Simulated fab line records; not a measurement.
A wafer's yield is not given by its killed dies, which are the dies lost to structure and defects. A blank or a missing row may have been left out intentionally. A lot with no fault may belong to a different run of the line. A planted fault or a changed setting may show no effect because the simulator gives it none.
What tool caused it? + flow berkeley-cmos170 + Sampling: 13 lots, 39 wafers, 4 of 331 route steps

## WHAT THE GAUGES SHOWED, per wafer
UCB170_SILICIDE_THK_MEAS_03: measures by xrf.
| lot  | measured     | on            | SILICIDE_TI_THK (nm) |
|------|--------------|---------------|----------------------|
| L731 | day 8 13:58  | film-metro-02 | 29.8 30.0 29.6       |
| L733 | day 8 17:39  | film-metro-04 | 29.9 29.9 29.4       |
| L732 | day 8 18:13  | film-metro-02 | 29.8 29.7 30.0       |
| L736 | day 9 04:25  | film-metro-04 | 29.7 29.7 29.9       |
| L735 | day 9 04:55  | film-metro-01 | 30.0 30.1 29.9       |
| L740 | day 10 02:10 | film-metro-04 | 29.7 29.5 29.1       |
| L739 | day 10 02:22 | film-metro-04 | 30.0 30.3 30.0       |
| L743 | day 10 19:16 | film-metro-04 | 29.9 29.9 29.5       |
| L746 | day 11 08:34 | film-metro-04 | 30.0 30.0 30.2       |
| L745 | day 11 08:49 | film-metro-04 | 30.0 29.4 30.1       |
| L752 | day 12 10:17 | film-metro-04 | 29.7 30.1 29.9       |
| L753 | day 12 10:38 | film-metro-01 | 29.9 30.5 29.9       |
| L754 | day 12 21:50 | film-metro-04 | 29.1 29.2 29.6       |

UCB170_M1_RS_MEAS_01: uses a four-point probe to measure.
| lot  | measured     | on            | M1_AL_RS (ohm/sq)    |
|------|--------------|---------------|----------------------|
| L731 | day 8 19:19  | film-metro-03 | 0.0484 0.0486 0.0485 |
| L733 | day 8 22:23  | film-metro-02 | 0.0487 0.0486 0.0478 |
| L732 | day 8 23:08  | film-metro-02 | 0.0485 0.0482 0.0480 |
| L736 | day 9 11:17  | film-metro-02 | 0.0488 0.0486 0.0494 |
| L735 | day 9 13:14  | film-metro-03 | 0.0487 0.0479 0.0481 |
| L740 | day 10 07:00 | film-metro-03 | 0.0486 0.0485 0.0486 |
| L739 | day 10 07:42 | film-metro-03 | 0.0474 0.0476 0.0477 |
| L743 | day 11 01:51 | film-metro-01 | 0.0480 0.0479 0.0479 |
| L746 | day 11 14:01 | film-metro-01 | 0.0477 0.0472 0.0478 |
| L745 | day 11 15:53 | film-metro-02 | 0.0493 0.0483 0.0488 |
| L752 | day 12 17:25 | film-metro-01 | 0.0478 0.0473 0.0478 |
| L753 | day 12 19:07 | film-metro-01 | 0.0488 0.0487 0.0485 |
| L754 | day 13 02:30 | film-metro-01 | 0.0483 0.0477 0.0479 |

## WHAT TOOL EACH LOT RAN ON (gives the tool, then ch and the chambers of the sampled wafers, and finally the start)
| lot  | UCB170_PLDD_STRIP_10                 | UCB170_CONTACT_ETCH_17             |
|------|--------------------------------------|------------------------------------|
| L731 | plasma-asher-02 ch 0,1, day 7 16:10  | rie-diel-04 ch 1,3, day 8 18:29    |
| L733 | plasma-asher-02 ch 0,1, day 8 02:06  | rie-diel-04 ch 1,2, day 8 21:45    |
| L732 | plasma-asher-01 ch 0,1, day 8 02:56  | rie-diel-01 ch 0,1, day 8 22:18    |
| L736 | plasma-asher-04 ch 0,1, day 8 11:22  | rie-diel-04 ch 0,1,3, day 9 10:34  |
| L735 | plasma-asher-04 ch 0,1, day 8 11:58  | rie-diel-03 ch 0,1,2, day 9 12:16  |
| L740 | plasma-asher-01 ch 0,1, day 9 11:01  | rie-diel-04 ch 1,2,3, day 10 06:22 |
| L739 | plasma-asher-04 ch 0,1, day 9 12:27  | rie-diel-01 ch 1,3, day 10 07:02   |
| L743 | plasma-asher-01 ch 0,1, day 10 03:28 | rie-diel-01 ch 0,2, day 11 01:11   |
| L746 | plasma-asher-02 ch 0, day 10 16:26   | rie-diel-01 ch 0,2, day 11 13:23   |
| L745 | plasma-asher-01 ch 0,1, day 10 16:33 | rie-diel-01 ch 0,1,3, day 11 15:11 |
| L752 | plasma-asher-04 ch 0,1, day 11 18:01 | rie-diel-04 ch 2,3, day 12 15:03   |
| L753 | plasma-asher-01 ch 0,1, day 11 18:19 | rie-diel-01 ch 0,2, day 12 18:27   |
| L754 | plasma-asher-01 ch 0,1, day 12 06:38 | rie-diel-04 ch 0,1,3, day 13 01:52 |
- UCB170_PLDD_STRIP_10: strips in O2.
- UCB170_CONTACT_ETCH_17: etches BARC in N2/H2.

## WHAT THE TOOLS THEMSELVES READ (means of the sampled wafers that have a number; where no wafer has one, the mark that the record gives instead)
UCB170_PLDD_STRIP_10.
| lot  | tool            | drypump-motor-current-A (A) | oes-product-au (a.u.) | strip-time-to-endpoint-s (s) |
|------|-----------------|-----------------------------|-----------------------|------------------------------|
| L731 | plasma-asher-02 | 6.3                         | 0.734                 | 21.74                        |
| L733 | plasma-asher-02 | 6.2                         | 0.735                 | 21.60                        |
| L732 | plasma-asher-01 | 5.9                         | 0.731                 | 21.64                        |
| L736 | plasma-asher-04 | 5.4                         | 0.732                 | 21.67                        |
| L735 | plasma-asher-04 | 5.3                         | 0.738                 | 21.73                        |
| L740 | plasma-asher-01 | 6.2                         | 0.736                 | 21.71                        |
| L739 | plasma-asher-04 | 5.4                         | 0.736                 | 21.72                        |
| L743 | plasma-asher-01 | 5.9                         | 0.734                 | 21.62                        |
| L746 | plasma-asher-02 | 6.4                         | 0.732                 | 21.60                        |
| L745 | plasma-asher-01 | 5.9                         | 0.734                 | 21.71                        |
| L752 | plasma-asher-04 | 5.4                         | 0.737                 | 21.59                        |
| L753 | plasma-asher-01 | 6.1                         | 0.733                 | 21.57                        |
| L754 | plasma-asher-01 | 5.9                         | 0.737                 | 21.58                        |

UCB170_CONTACT_ETCH_17.
| lot  | tool        | chamber-pressure-mTorr (mTorr) | drypump-motor-current-A (A) | n2-flow-sccm (sccm) | oes-product-au (a.u.) | throttle-valve-pct (%) |
|------|-------------|--------------------------------|-----------------------------|---------------------|-----------------------|------------------------|
| L731 | rie-diel-04 | 29.969                         | 5.3                         | 99.58               | 0.985                 | 13.40                  |
| L733 | rie-diel-04 | 29.995                         | 5.2                         | 99.92               | 0.984                 | 13.37                  |
| L732 | rie-diel-01 | 29.988                         | 5.9                         | 100.29              | 1.003                 | 13.15                  |
| L736 | rie-diel-04 | 30.018                         | 5.2                         | 99.95               | 0.976                 | 13.37                  |
| L735 | rie-diel-03 | 30.001                         | 6.1                         | 100.13              | 1.011                 | 13.26                  |
| L740 | rie-diel-04 | 34.973                         | 5.2                         | 100.26              | 0.958                 | 13.36                  |
| L739 | rie-diel-01 | 29.996                         | 5.0                         | 99.94               | 0.997                 | 13.49                  |
| L743 | rie-diel-01 | 30.004                         | 6.2                         | 100.40              | 1.016                 | 13.27                  |
| L746 | rie-diel-01 | 29.974                         | 6.1                         | 99.81               | 1.021                 | 13.40                  |
| L745 | rie-diel-01 | 29.997                         | 5.5                         | 100.15              | 0.993                 | 13.31                  |
| L752 | rie-diel-04 | 29.987                         | 5.2                         | 100.26              | 0.974                 | 13.36                  |
| L753 | rie-diel-01 | 30.004                         | 6.2                         | 99.84               | 1.012                 | 13.26                  |
| L754 | rie-diel-04 | 30.010                         | 5.2                         | 99.88               | 0.972                 | 13.37                  |

## THE ANSWER, worked out from the rows above alone
Rule: the lots themselves supply what counts as usual. Put in order of their means at a reading, lots are off if they are a third of the lots or fewer, leave a main group of 4 or more, and stand apart from it by a gap of 3 or more times the standard deviation of the main group's means; of several such gaps the widest counts. If all means in a main group match to the digits the tables above print for the reading, that group is not used. A lot without any number at a reading at which 4 lots or more have one is off too. Where the step has rows for the other lots, those lots are counted as sound. Order of review: gauges by route order, followed by the tools' own readings, for which a lot's mean as printed above is used. At the first step where some lot is off, the reading lying furthest off is the one used; lots without a number count as furthest.
Off, at UCB170_CONTACT_ETCH_17 on chamber-pressure-mTorr: L740. Main group: mean 29.995 mTorr, sd 0.013.
A tool fits if, at that step or a process step before it, it ran every lot that is off, and no sound lot after the first of them. No candidate that was tried fits.

## WHAT THE SIMULATOR HAD INSERTED
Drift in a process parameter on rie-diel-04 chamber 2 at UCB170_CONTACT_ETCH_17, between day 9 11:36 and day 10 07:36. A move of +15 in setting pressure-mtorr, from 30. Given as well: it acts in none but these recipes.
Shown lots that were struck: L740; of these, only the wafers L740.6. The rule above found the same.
